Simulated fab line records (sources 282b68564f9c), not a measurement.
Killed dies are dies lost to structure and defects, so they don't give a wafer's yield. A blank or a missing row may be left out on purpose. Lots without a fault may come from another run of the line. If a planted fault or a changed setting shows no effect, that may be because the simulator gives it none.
fab line records	flow rit-cmos	part 1 of 2: steps 1 to 40 of 43
record lots=6	wafers=18	last-day=6
route steps=202 shown SDANNEAL@156 PSD@157 NSD@158 PLDD@159 NLDD@160 SILICIDE@161 CONTACT@168 M1@184
lots untouched by any fault: they come from a run of this same line in which no faults occurred
start-h: hours from the record's first day to the start of the lot's first wafer shown	wait-h: time in hours since the lot's previous step	" the same as in the row above	L1.1+2: several wafers, shown together as one row	- no value, or no start was given	* or withheld: withheld	< > ~ a bound
route shown NAME@n: a module of which the file shows steps, and the number in the route of the first	usual: average and standard deviation across the fault-free wafers	same: alike in all rows	chamber/n: place in a boat	sites: the reading at each site	_std_site: the values' standard deviation	_edge_site: inner sites' mean taken away from outer sites' mean	radius-mm: for every site, how far away it sits from the centre of the wafer	mask NAME#n: copy n	behind: the most recent tool/chamber to have shaped the wafer	hold: reason for holding the lot/hours on hold/outcome of the hold	device: whichever transistor did not switch (one of n, p or np)	end of line: at the end of the route, the tests of the same wafers	a step without rows: its recipe alone	killed: count of dies lost to structure and defects at first sort (not the wafer's yield)	map: dies across one wafer; x = killed, . = not, _ = none there
set.NAME: the setting that was run; set.NAME@STEP: the one run at that earlier step	model.NAME: the simulator's own value behind a step, which no gauge read
lots seen at some steps along the route; tables by step, rows by wafer
services: from which hour (start-h, from the record's first day; less than 0 if before it) a tool's chamber was out of use, for how many hours, and why
## steps
# step RIT_SDANNEAL_RTA_03
# recipe temp-c=1050	time-s=5	idle-temp-c=600	ramp-up-c-per-s=342	ramp-down-c-per-s=171	cool-to-c=600	ambient=N2
# step RIT_SDANNEAL_RS_MEAS_04
# recipe thk-meas-gauge=four-point-probe
# usual PSD_RS=115.8/0.34
lot.wafer	tool	chamber	start-h	wait-h	PSD_RS[ohm/sq]
L771.1	film-metro-04	-	66.63	0.0	115.4
L771.2	"	-	"	"	115.1
L771.6	"	-	"	"	115.4
L772.1	film-metro-02	-	74.41	0.0	116.0
L772.3	"	-	"	"	116.0
L772.4	"	-	"	"	116.2
L779.1	film-metro-02	-	105.97	0.0	116.3
L779.5	"	-	"	"	116.0
L779.6	"	-	"	"	116.0
L782.1	film-metro-02	-	124.61	0.0	115.7
L782.3	"	-	"	"	115.5
L782.4	"	-	"	"	116.1
L783.2	film-metro-04	-	136.28	0.1	115.5
L783.3	"	-	"	"	115.6
L783.4	"	-	"	"	115.4
L787.1	film-metro-02	-	147.97	0.0	116.0
L787.3	"	-	"	"	115.8
L787.4	"	-	"	"	115.7
# step RIT_SDANNEAL_RS_MEAS_05
# recipe thk-meas-gauge=four-point-probe
# usual NSD_RS=84.55/0.3
lot.wafer	tool	chamber	start-h	wait-h	NSD_RS[ohm/sq]
L771.1	film-metro-04	-	66.75	0.1	84.06
L771.2	"	-	"	"	84.06
L771.6	"	-	"	"	84.25
L772.1	film-metro-02	-	74.53	0.1	84.44
L772.3	"	-	"	"	84.41
L772.4	"	-	"	"	84.47
L779.1	film-metro-02	-	106.09	0.1	84.44
L779.5	"	-	"	"	84.66
L779.6	"	-	"	"	84.46
L782.1	film-metro-02	-	124.73	0.1	84.90
L782.3	"	-	"	"	84.92
L782.4	"	-	"	"	84.99
L783.2	film-metro-04	-	136.40	0.1	84.81
L783.3	"	-	"	"	84.85
L783.4	"	-	"	"	84.78
L787.1	film-metro-02	-	148.09	0.1	84.64
L787.3	"	-	"	"	84.56
L787.4	"	-	"	"	84.51
# step RIT_SDANNEAL_RS_MEAS_06
# recipe thk-meas-gauge=four-point-probe
# usual PLDD_RS=178.5/0.53
lot.wafer	tool	chamber	start-h	wait-h	PLDD_RS[ohm/sq]
L771.1	film-metro-04	-	66.87	0.1	178.0
L771.2	"	-	"	"	178.3
L771.6	"	-	"	"	178.2
L772.1	film-metro-02	-	74.65	0.1	177.9
L772.3	"	-	"	"	178.8
L772.4	"	-	"	"	178.2
L779.1	film-metro-02	-	106.21	0.1	179.1
L779.5	"	-	"	"	179.0
L779.6	"	-	"	"	179.1
L782.1	film-metro-02	-	124.85	0.1	178.6
L782.3	"	-	"	"	179.3
L782.4	"	-	"	"	178.5
L783.2	film-metro-04	-	136.52	0.1	177.6
L783.3	"	-	"	"	177.7
L783.4	"	-	"	"	178.0
L787.1	film-metro-02	-	148.21	0.1	178.7
L787.3	"	-	"	"	179.0
L787.4	"	-	"	"	178.9
# step RIT_SDANNEAL_RS_MEAS_07
# recipe thk-meas-gauge=four-point-probe
# usual NLDD_RS=151.6/0.57
lot.wafer	tool	chamber	start-h	wait-h	NLDD_RS[ohm/sq]
L771.1	film-metro-04	-	66.99	0.1	150.9
L771.2	"	-	"	"	150.5
L771.6	"	-	"	"	150.8
L772.1	film-metro-02	-	74.77	0.1	151.9
L772.3	"	-	"	"	151.5
L772.4	"	-	"	"	153.1
L779.1	film-metro-02	-	106.33	0.1	152.4
L779.5	"	-	"	"	152.1
L779.6	"	-	"	"	152.2
L782.1	film-metro-02	-	124.97	0.1	151.7
L782.3	"	-	"	"	151.0
L782.4	"	-	"	"	151.6
L783.2	film-metro-04	-	136.64	0.1	151.2
L783.3	"	-	"	"	151.6
L783.4	"	-	"	"	151.8
L787.1	film-metro-02	-	148.33	0.1	151.8
L787.3	"	-	"	"	152.3
L787.4	"	-	"	"	152.0
# step RIT_SILICIDE_WET_ETCH_00
# recipe chemistry=BOE	target=SiO2	target-depth-nm=14	time-s=15.33	dry=n2-spin	dilution=10:1	temp-c=21.5
# step RIT_SILICIDE_SPUTTER_01
# recipe material=Ti	target-thk-nm=30	power-w=350	chamber-pressure-pa=0.667	gas=Ar	time-s=240	substrate-temp-c=25
# step RIT_SILICIDE_RS_MEAS_02
# recipe thk-meas-gauge=four-point-probe	reads=Ti_of_SILICIDE_SPUTTER_01
# usual SILICIDE_TI_RS=47.7/0.67
lot.wafer	tool	chamber	start-h	wait-h	SILICIDE_TI_RS[ohm/sq]
L771.1	film-metro-03	-	67.27	0.1	47.6
L771.2	"	-	"	"	47.6
L771.6	"	-	"	"	48.0
L772.1	film-metro-03	-	75.06	0.1	48.1
L772.3	"	-	"	"	47.5
L772.4	"	-	"	"	47.8
L779.1	film-metro-03	-	106.61	0.1	47.2
L779.5	"	-	"	"	47.1
L779.6	"	-	"	"	47.8
L782.1	film-metro-04	-	125.25	0.1	47.6
L782.3	"	-	"	"	46.8
L782.4	"	-	"	"	47.3
L783.2	film-metro-03	-	136.93	0.1	47.4
L783.3	"	-	"	"	47.1
L783.4	"	-	"	"	47.3
L787.1	film-metro-03	-	148.61	0.1	48.4
L787.3	"	-	"	"	48.3
L787.4	"	-	"	"	49.3
# step RIT_SILICIDE_THK_MEAS_03
# recipe thk-meas-gauge=xrf	reads=Ti_of_SILICIDE_SPUTTER_01
# usual SILICIDE_TI_THK=30.0/0.35
lot.wafer	tool	chamber	start-h	wait-h	SILICIDE_TI_THK[nm]
L771.1	film-metro-03	-	67.39	0.1	30.0
L771.2	"	-	"	"	30.2
L771.6	"	-	"	"	29.9
L772.1	film-metro-03	-	75.18	0.1	30.0
L772.3	"	-	"	"	30.2
L772.4	"	-	"	"	30.1
L779.1	film-metro-03	-	106.73	0.1	30.2
L779.5	"	-	"	"	30.5
L779.6	"	-	"	"	30.1
L782.1	film-metro-04	-	125.37	0.1	29.9
L782.3	"	-	"	"	30.5
L782.4	"	-	"	"	30.3
L783.2	film-metro-03	-	137.04	0.1	30.1
L783.3	"	-	"	"	30.4
L783.4	"	-	"	"	30.1
L787.1	film-metro-03	-	148.73	0.1	29.7
L787.3	"	-	"	"	29.8
L787.4	"	-	"	"	29.3
# step RIT_SILICIDE_RTA_04
# recipe temp-c=650	time-s=10	idle-temp-c=25	ramp-up-s=5	ramp-down-s=5	cool-to-c=25	ambient=N2
# usual anneal-temp-c-max=653.7/1.5	wafer_temp_C_max=652.3/0.51
lot.wafer	tool	chamber	start-h	wait-h	anneal-temp-c-max	wafer_temp_C_max
L771.1	rtp-anneal-01	0	67.45	0.1	654.7	652.8
L771.2	"	0	"	"	654.4	652.0
L771.6	"	0	"	"	653.6	651.8
L772.1	rtp-anneal-02	0	75.24	0.1	652.0	651.8
L772.3	"	0	"	"	652.1	651.9
L772.4	"	0	"	"	651.3	651.8
L779.1	rtp-anneal-01	0	106.79	0.1	655.5	652.0
L779.5	"	0	"	"	655.5	652.7
L779.6	"	0	"	"	654.5	652.8
L782.1	rtp-anneal-02	0	125.43	0.1	652.8	652.4
L782.3	"	0	"	"	653.1	652.3
L782.4	"	0	"	"	652.2	652.8
L783.2	rtp-anneal-02	0	137.10	0.1	651.8	652.4
L783.3	"	0	"	"	652.5	652.7
L783.4	"	0	"	"	652.3	651.5
L787.1	rtp-anneal-01	0	148.79	0.1	654.8	652.4
L787.3	"	0	"	"	655.6	651.8
L787.4	"	0	"	"	654.0	651.7
# step RIT_SILICIDE_WET_ETCH_05
# recipe chemistry=SPM	target=Ti	temp-c=90	time-s=120	dry=n2-spin
# step RIT_SILICIDE_RTA_06
# recipe temp-c=750	time-s=10	idle-temp-c=25	ramp-up-s=5	ramp-down-s=10	cool-to-c=25	ambient=N2
# usual anneal-temp-c-max=754.0/1.7	wafer_temp_C_max=752.5/0.6
lot.wafer	tool	chamber	start-h	wait-h	anneal-temp-c-max	wafer_temp_C_max
L771.1	rtp-anneal-02	0	67.56	0.0	752.2	751.9
L771.2	"	0	"	"	752.6	752.0
L771.6	"	0	"	"	751.9	753.0
L772.1	rtp-anneal-01	0	75.35	0.0	755.9	752.8
L772.3	"	0	"	"	755.7	752.4
L772.4	"	0	"	"	755.8	752.8
L779.1	rtp-anneal-02	0	106.90	0.0	752.3	752.8
L779.5	"	0	"	"	751.9	753.4
L779.6	"	0	"	"	752.7	752.7
L782.1	rtp-anneal-01	0	125.54	0.0	754.9	752.4
L782.3	"	0	"	"	755.3	752.1
L782.4	"	0	"	"	757.4	752.2
L783.2	rtp-anneal-02	0	137.21	0.0	752.7	752.6
L783.3	"	0	"	"	752.1	752.6
L783.4	"	0	"	"	752.6	753.2
L787.1	rtp-anneal-02	0	148.90	0.0	753.6	752.2
L787.3	"	0	"	"	752.3	751.8
L787.4	"	0	"	"	753.4	751.7
# step RIT_CONTACT_CVD_00
# recipe material=SiO2	target-thk-nm=400	precursor=TEOS	temp-c=390	time-s=61	rf-w=400
# usual heater-power-w=318/48	susceptor-temp-C=390.02/0.22
lot.wafer	tool	chamber	start-h	wait-h	heater-power-w	susceptor-temp-C
L771.1	pecvd-04	0	67.62	0.1	298	389.86
L771.2	"	2	"	"	249	390.06
L771.6	"	2	"	"	270	389.96
L772.1	pecvd-03	2	75.42	0.1	383	390.23
L772.3	"	0	"	"	291	390.03
L772.4	"	0	"	"	312	390.26
L779.1	pecvd-04	1	106.97	0.1	262	390.22
L779.5	"	2	"	"	331	390.24
L779.6	"	0	"	"	306	390.36
L782.1	pecvd-04	1	125.61	0.1	254	389.88
L782.3	"	0	"	"	342	390.02
L782.4	"	1	"	"	266	389.90
L783.2	pecvd-03	2	137.26	0.0	409	389.62
L783.3	"	1	"	"	288	390.11
L783.4	"	2	"	"	314	390.16
L787.1	pecvd-01	0	148.97	0.1	324	390.28
L787.3	"	1	"	"	358	390.29
L787.4	"	0	"	"	233	390.16
# step RIT_CONTACT_THK_MEAS_01
# recipe reads=SiO2_of_CONTACT_CVD_00
# usual CONTACT_TEOS_THK=401/5.2
lot.wafer	tool	chamber	start-h	wait-h	CONTACT_TEOS_THK[nm]
L771.1	film-metro-04	-	67.68	0.0	398
L771.2	"	-	"	"	398
L771.6	"	-	"	"	407
L772.1	film-metro-01	-	75.47	0.0	402
L772.3	"	-	"	"	397
L772.4	"	-	"	"	404
L779.1	film-metro-01	-	107.02	0.0	390
L779.5	"	-	"	"	405
L779.6	"	-	"	"	393
L782.1	film-metro-01	-	125.66	0.0	402
L782.3	"	-	"	"	397
L782.4	"	-	"	"	407
L783.2	film-metro-03	-	137.32	0.0	405
L783.3	"	-	"	"	397
L783.4	"	-	"	"	406
L787.1	film-metro-01	-	149.02	0.0	395
L787.3	"	-	"	"	389
L787.4	"	-	"	"	403
# step RIT_CONTACT_HMDS_02
# recipe prime-time-s=60	prime-temp-c=140
# step RIT_CONTACT_COAT_03
# recipe resist=NOVOLAK	spin-rpm=3250	resist-thk-nm=1000
# step RIT_CONTACT_SOFTBAKE_04
# recipe resist=NOVOLAK	temp-c=90	time-s=60
# step RIT_CONTACT_EXPOSE_05
# recipe mask-id=M11	na=0.6	source-shape=conventional	sigma-outer=0.5	target-cd-nm=1000	dose-mj=250
# step RIT_CONTACT_PEB_06
# recipe resist=NOVOLAK	temp-c=withheld	time-s=withheld
# step RIT_CONTACT_DEVELOP_07
# recipe resist=NOVOLAK	develop-time-s=120	dev-temp-c=22.12
# step RIT_CONTACT_CD_MEAS_08
# recipe target-cd-nm=1000
# usual cd-nm=1000.6/2.3
lot.wafer	tool	chamber	start-h	wait-h	cd-nm
L771.1	cd-sem-02	-	68.70	-	998.5
L771.2	"	-	"	"	999.4
L771.6	"	-	"	"	998.2
L772.1	cd-sem-02	-	76.49	-	999.6
L772.3	"	-	"	"	999.5
L772.4	"	-	"	"	998.7
L779.1	cd-sem-01	-	108.06	-	1002.6
L779.5	"	-	"	"	1002.0
L779.6	"	-	"	"	1001.6
L782.1	cd-sem-01	-	126.68	-	1000.6
L782.3	"	-	"	"	998.0
L782.4	"	-	"	"	997.9
L783.2	cd-sem-01	-	138.36	-	1000.7
L783.3	"	-	"	"	1002.4
L783.4	"	-	"	"	999.4
L787.1	cd-sem-02	-	150.11	-	999.4
L787.3	"	-	"	"	996.5
L787.4	"	-	"	"	997.3
# step RIT_CONTACT_OVL_MEAS_09
# usual CONTACT_OVL=-0.3/1.4
lot.wafer	tool	chamber	start-h	wait-h	CONTACT_OVL[nm]
L771.1	overlay-01	-	68.82	0.1	1.2
L771.2	"	-	"	"	1.4
L771.6	"	-	"	"	0.3
L772.1	overlay-01	-	76.61	0.1	-0.8
L772.3	"	-	"	"	1.9
L772.4	"	-	"	"	2.2
L779.1	overlay-01	-	108.18	0.1	-0.8
L779.5	"	-	"	"	-0.5
L779.6	"	-	"	"	1.4
L782.1	overlay-01	-	126.80	0.1	-1.1
L782.3	"	-	"	"	-0.7
L782.4	"	-	"	"	0.5
L783.2	overlay-02	-	138.47	0.1	-1.4
L783.3	"	-	"	"	-1.4
L783.4	"	-	"	"	0.7
L787.1	overlay-01	-	150.23	0.1	-1.6
L787.3	"	-	"	"	-3.0
L787.4	"	-	"	"	-2.0
# step RIT_CONTACT_HARDBAKE_10
# recipe resist=NOVOLAK	temp-c=140	time-s=60
# step RIT_CONTACT_ETCH_11
# recipe target-depth-a=4800	over-etch-frac=0.2	stop-on=TiSi2	chemistry=CHF3/CF4/Ar	target=SiO2	CHF3_flow_sccm=50	cf4-flow-sccm=10	Ar_flow_sccm=100	O2_flow_sccm=5	pressure-mtorr=100	rf-w=200	time-s=320
# usual chamber-pressure-mTorr=99.99/0.088	drypump-motor-current-A=5.5/0.42	oes-product-au=0.990/0.015	throttle-valve-pct=8.86/0.12
lot.wafer	tool	chamber	start-h	wait-h	chamber-pressure-mTorr	drypump-motor-current-A	oes-product-au	rf-hours-counter-h	throttle-valve-pct
L771.1	rie-diel-01	0	69.01	0.1	99.93	5.0	0.999	3	8.75
L771.2	"	1	"	"	99.75	5.5	1.008	157	8.79
L771.6	"	1	"	"	100.00	5.5	1.008	-	8.81
L772.1	rie-diel-01	1	76.86	0.1	99.95	5.5	1.004	157	8.79
L772.3	"	3	"	"	100.06	5.4	0.971	78	8.75
L772.4	"	0	"	"	100.02	5.0	1.003	4	8.74
L779.1	rie-diel-01	3	108.36	0.1	99.88	5.5	0.974	79	8.73
L779.5	"	2	"	"	99.94	5.9	0.981	-	8.80
L779.6	"	3	"	"	100.04	5.4	0.975	-	8.77
L782.1	rie-diel-02	2	127.14	0.1	100.00	5.7	0.975	70	8.81
L782.3	"	1	"	"	99.98	4.8	0.971	109	9.03
L782.4	"	0	"	"	99.93	6.0	0.992	12	8.74
L783.2	rie-diel-04	1	138.65	0.1	99.89	4.9	0.999	119	8.81
L783.3	"	2	"	"	99.91	5.8	0.970	9	9.14
L783.4	"	0	"	"	99.92	6.2	1.001	14	8.89
L787.1	rie-diel-02	1	150.42	0.1	100.03	4.8	0.976	109	9.03
L787.3	"	3	"	"	99.86	5.4	1.002	74	8.88
L787.4	"	0	"	"	99.91	6.0	0.992	12	8.77
# step RIT_CONTACT_STRIP_12
# recipe chemistry=O2	time-s=180	resist=NOVOLAK	platen-temp-c=withheld	power-w=500	pressure-mtorr=4000	o2-flow-sccm=4000
# usual chamber-pressure-mTorr=3999/3.7	drypump-motor-current-A=5.8/0.31
lot.wafer	tool	chamber	start-h	wait-h	chamber-pressure-mTorr	drypump-motor-current-A	rf-hours-counter-h
L771.1	plasma-asher-02	1	69.20	0.1	4000	5.4	43
L771.2	"	0	"	"	3999	6.0	43
L771.6	"	1	"	"	3998	5.4	-
L772.1	plasma-asher-04	1	77.05	0.1	4003	5.5	25
L772.3	"	1	"	"	4005	5.5	-
L772.4	"	0	"	"	4001	6.2	-
L779.1	plasma-asher-03	1	108.56	0.1	4004	5.7	47
L779.5	"	1	"	"	3999	5.6	-
L779.6	"	0	"	"	4002	5.8	-
L782.1	plasma-asher-04	1	127.34	0.1	4001	5.5	34
L782.3	"	1	"	"	4003	5.5	-
L782.4	"	0	"	"	4009	6.2	-
L783.2	plasma-asher-02	1	138.84	0.1	4005	5.4	45
L783.3	"	0	"	"	4000	6.1	-
L783.4	"	1	"	"	4000	5.4	-
L787.1	plasma-asher-04	1	150.61	0.1	4001	5.5	37
L787.3	"	0	"	"	3998	6.2	-
L787.4	"	1	"	"	4006	5.5	-
# step RIT_CONTACT_CD_MEAS_90
# recipe target-cd-nm=1000
# usual cd-nm=1000.5/2.3
lot.wafer	tool	chamber	start-h	wait-h	cd-nm
L771.1	cd-sem-01	-	69.38	0.1	999.1
L771.2	"	-	"	"	999.6
L771.6	"	-	"	"	998.9
L772.1	cd-sem-02	-	77.23	0.1	999.8
L772.3	"	-	"	"	999.6
L772.4	"	-	"	"	999.2
L779.1	cd-sem-01	-	108.73	0.1	1002.8
L779.5	"	-	"	"	1001.9
L779.6	"	-	"	"	1000.8
L782.1	cd-sem-02	-	127.51	0.1	999.9
L782.3	"	-	"	"	997.5
L782.4	"	-	"	"	997.4
L783.2	cd-sem-01	-	139.04	0.1	1000.9
L783.3	"	-	"	"	1001.7
L783.4	"	-	"	"	999.5
L787.1	cd-sem-01	-	150.79	0.1	999.7
L787.3	"	-	"	"	996.5
L787.4	"	-	"	"	996.7
# step RIT_CONTACT_CLEAN_13
# recipe chemistry=SC1	mix=3:3:50	time-s=600	temp-c=75
# step RIT_CONTACT_CLEAN_14
# recipe chemistry=SC2	mix=3:3:50	time-s=600	temp-c=75	dry=n2-spin
# step RIT_M1_SPUTTER_00
# recipe material=Al	target-thk-nm=400	power-w=2000	chamber-pressure-pa=0.4	gas=Ar	time-s=500	substrate-temp-c=25
# step RIT_M1_RS_MEAS_01
# recipe thk-meas-gauge=four-point-probe	reads=Al_of_M1_SPUTTER_00
# usual M1_AL_RS=0.0735/0.00095
lot.wafer	tool	chamber	start-h	wait-h	M1_AL_RS[ohm/sq]
L771.1	film-metro-04	-	70.14	0.1	0.0732
L771.2	"	-	"	"	0.0735
L771.6	"	-	"	"	0.0730
L772.1	film-metro-04	-	78.01	0.1	0.0727
L772.3	"	-	"	"	0.0714
L772.4	"	-	"	"	0.0728
L779.1	film-metro-01	-	109.51	0.1	0.0735
L779.5	"	-	"	"	0.0734
L779.6	"	-	"	"	0.0724
L782.1	film-metro-02	-	128.29	0.1	0.0745
L782.3	"	-	"	"	0.0745
L782.4	"	-	"	"	0.0738
L783.2	film-metro-01	-	139.80	0.2	0.0743
L783.3	"	-	"	"	0.0749
L783.4	"	-	"	"	0.0736
L787.1	film-metro-04	-	151.57	0.1	0.0739
L787.3	"	-	"	"	0.0718
L787.4	"	-	"	"	0.0737
# step RIT_M1_THK_MEAS_02
# recipe thk-meas-gauge=xrf	reads=Al_of_M1_SPUTTER_00
# usual M1_AL_THK=389/5.2
lot.wafer	tool	chamber	start-h	wait-h	M1_AL_THK[nm]
L771.1	film-metro-04	-	70.26	0.1	388
L771.2	"	-	"	"	388
L771.6	"	-	"	"	390
L772.1	film-metro-04	-	78.13	0.1	395
L772.3	"	-	"	"	402
L772.4	"	-	"	"	392
L779.1	film-metro-01	-	109.63	0.1	388
L779.5	"	-	"	"	391
L779.6	"	-	"	"	395
L782.1	film-metro-02	-	128.41	0.1	381
L782.3	"	-	"	"	382
L782.4	"	-	"	"	386
L783.2	film-metro-01	-	139.91	0.1	384
L783.3	"	-	"	"	385
L783.4	"	-	"	"	390
L787.1	film-metro-04	-	151.69	0.1	382
L787.3	"	-	"	"	395
L787.4	"	-	"	"	387
# step RIT_M1_HMDS_03
# recipe prime-time-s=60	prime-temp-c=140
# step RIT_M1_COAT_04
# recipe resist=NOVOLAK	spin-rpm=2000	resist-thk-nm=1283
# step RIT_M1_SOFTBAKE_05
# recipe resist=NOVOLAK	temp-c=90	time-s=60
# step RIT_M1_EXPOSE_06
# recipe mask-id=M12	na=0.6	source-shape=conventional	sigma-outer=0.5	target-cd-nm=2600	dose-mj=248.4
# step RIT_M1_PEB_07
# recipe resist=NOVOLAK	temp-c=withheld	time-s=withheld
# step RIT_M1_DEVELOP_08
# recipe resist=NOVOLAK	develop-time-s=68	dev-temp-c=23
# step RIT_M1_CD_MEAS_09
# recipe target-cd-nm=2600
# usual cd-nm=2599.4/1.7
lot.wafer	tool	chamber	start-h	wait-h	cd-nm
L771.1	cd-sem-02	-	71.20	-	2600.9
L771.2	"	-	"	"	2597.6
L771.6	"	-	"	"	2600.7
L772.1	cd-sem-02	-	79.19	-	2599.1
L772.3	"	-	"	"	2595.2
L772.4	"	-	"	"	2598.9
L779.1	cd-sem-02	-	110.74	-	2600.5
L779.5	"	-	"	"	2601.4
L779.6	"	-	"	"	2600.5
L782.1	cd-sem-02	-	129.54	-	2600.6
L782.3	"	-	"	"	2597.0
L782.4	"	-	"	"	2600.0
L783.2	cd-sem-01	-	140.99	-	2599.6
L783.3	"	-	"	"	2598.0
L783.4	"	-	"	"	2596.6
L787.1	cd-sem-01	-	152.75	-	2601.3
L787.3	"	-	"	"	2598.8
L787.4	"	-	"	"	2598.2
# step RIT_M1_OVL_MEAS_10
# usual M1_OVL=-0.4/1.4
lot.wafer	tool	chamber	start-h	wait-h	M1_OVL[nm]
L771.1	overlay-02	-	71.32	0.1	-1.2
L771.2	"	-	"	"	-0.7
L771.6	"	-	"	"	-2.0
L772.1	overlay-02	-	79.31	0.1	-1.2
L772.3	"	-	"	"	-1.1
L772.4	"	-	"	"	1.6
L779.1	overlay-02	-	110.86	0.1	-3.0
L779.5	"	-	"	"	-1.7
L779.6	"	-	"	"	-2.6
L782.1	overlay-02	-	129.66	0.1	2.5
L782.3	"	-	"	"	0.4
L782.4	"	-	"	"	1.5
L783.2	overlay-01	-	141.10	0.1	-0.9
L783.3	"	-	"	"	-1.5
L783.4	"	-	"	"	-2.4
L787.1	overlay-01	-	152.87	0.1	-2.4
L787.3	"	-	"	"	0.8
L787.4	"	-	"	"	-0.1
# step RIT_M1_HARDBAKE_11
# recipe resist=NOVOLAK	temp-c=140	time-s=120
